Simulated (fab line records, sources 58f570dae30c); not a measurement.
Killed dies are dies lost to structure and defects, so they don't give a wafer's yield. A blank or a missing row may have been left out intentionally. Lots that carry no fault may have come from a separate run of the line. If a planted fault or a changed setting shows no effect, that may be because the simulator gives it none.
Code-filled problem report in 8D (eight disciplines) form / flow berkeley cmos170 / the parts of the form that need people (team, actions taken, sign-off) are left out

== 1. THE PROBLEM ==
Across 6 wafers from 2 lots, CONTACT_PSG_THK at UCB170_CONTACT_THK_MEAS_02 averages 863 nm, while fault-free wafers read 698 nm with a standard deviation of 6.4. That puts it +26 standard deviations away from the usual mean.
Seen first at day 10 23:17 on film metro-04, wafer L923.1. Wafers with a number at this step in the record: 42, from 14 lots. Rule for "out" (also "out of limits"): further than 4 standard deviations from the usual mean. All remaining wafers that have a number are taken as sound.

== 2. WHAT IT IS, AND WHAT IT ISN'T ==
question=which readings at this step | is=CONTACT_PSG_THK | is not=-
question=which lots | is=L922, L923 | is not=L907, L908, L909, L910, L911, L915, L916, L917, L918, L920, L929, L930
question=which wafers of those lots | is=all that have a number | is not=-
question=read on which gauges | is=film metro-02, film metro-04 | is not=film metro-03
question=when | is=from day 10 23:17 | is not=up to then (30 sound wafers); but 6 sound wafers of L929, L930 came after

== 3. WHAT RULES OUT EACH SUSPECT ==
Counting: any tool at a process step up to the reading is kept as a suspect provided that every lot that is out went through it and no sound lot did after the first of them.
- the gauge at UCB170_CONTACT_THK_MEAS_02: ruled out. The wafers that are out were read on 2 gauges (film metro-02, film metro-04).
- lpcvd-02 at UCB170_CONTACT_CVD_01 (deposits PSG from SiH4/O2/PH3, target thk 700 nm, time 2820 s): kept. All lots that are out passed through it, beginning with L923 at day 10 21:30, and no sound lot followed; its final sound lot before that point was L917 at day 9 20:58. Out on those wafers are its own readings of pressure mtorr.
Remaining after the count: lpcvd-02 at UCB170_CONTACT_CVD_01.

== 4. THE CAUSE (what the simulator had put in) ==
lpcvd-02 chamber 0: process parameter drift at UCB170_CONTACT_CVD_01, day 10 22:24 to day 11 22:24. Setting pressure mtorr shifted by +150 from 300. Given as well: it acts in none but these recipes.
The count eliminated every tool but this one.

== 5. THE CHAIN OF EFFECTS, in route order ==
Rows list readings where the struck wafers' mean (over those with a number) sits beyond 3 standard deviations from the usual. Scope: only readings with a usual standard deviation given in the record; hours: median across lots of the time from each lot's start at the first step in this table that gives one to its start at this step; sigmas: change in usual standard deviations.
hours=0; step=UCB170_CONTACT_CVD_01; reading=pressure mtorr; usual=299.9 mTorr; on struck wafers=449.8; change=+149.9; sigmas=+99 or more
hours=2; step=UCB170_CONTACT_THK_MEAS_02; reading=CONTACT_PSG_THK; usual=698 nm; on struck wafers=863; change=+165; sigmas=+26
hours=-; step=UCB170_CONTACT_ETCH_18; reading=oes product au; usual=0.890 a.u.; on struck wafers=0.982; change=+0.092; sigmas=+6.1
Here are the process steps it includes:
- UCB170_CONTACT_CVD_01: deposits PSG from SiH4/O2/PH3, target thk 700 nm, time 2820 s.
- UCB170_CONTACT_ETCH_18: etches PSG in CHF3/CF4/Ar, stops on TiSi2, target depth 840 nm, time 195 s.

== 6. HOW IT WOULD HAVE BEEN CAUGHT EARLIER ==
In this record the first reading out of limits at a measuring or inspecting step was taken at day 10 23:17, 1 hour after the fault began at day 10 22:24.
The tool's own readings at UCB170_CONTACT_CVD_01 were out on every struck wafer that the step has a row for (pressure mtorr): an alarm limit on them would have fired on the first of those.
The start of UCB170_CONTACT_CVD_01 on lpcvd-02 came by day 10 23:17 for every one of the lots that are out (2). Had the tool been put on hold then, not one of them would have been saved.
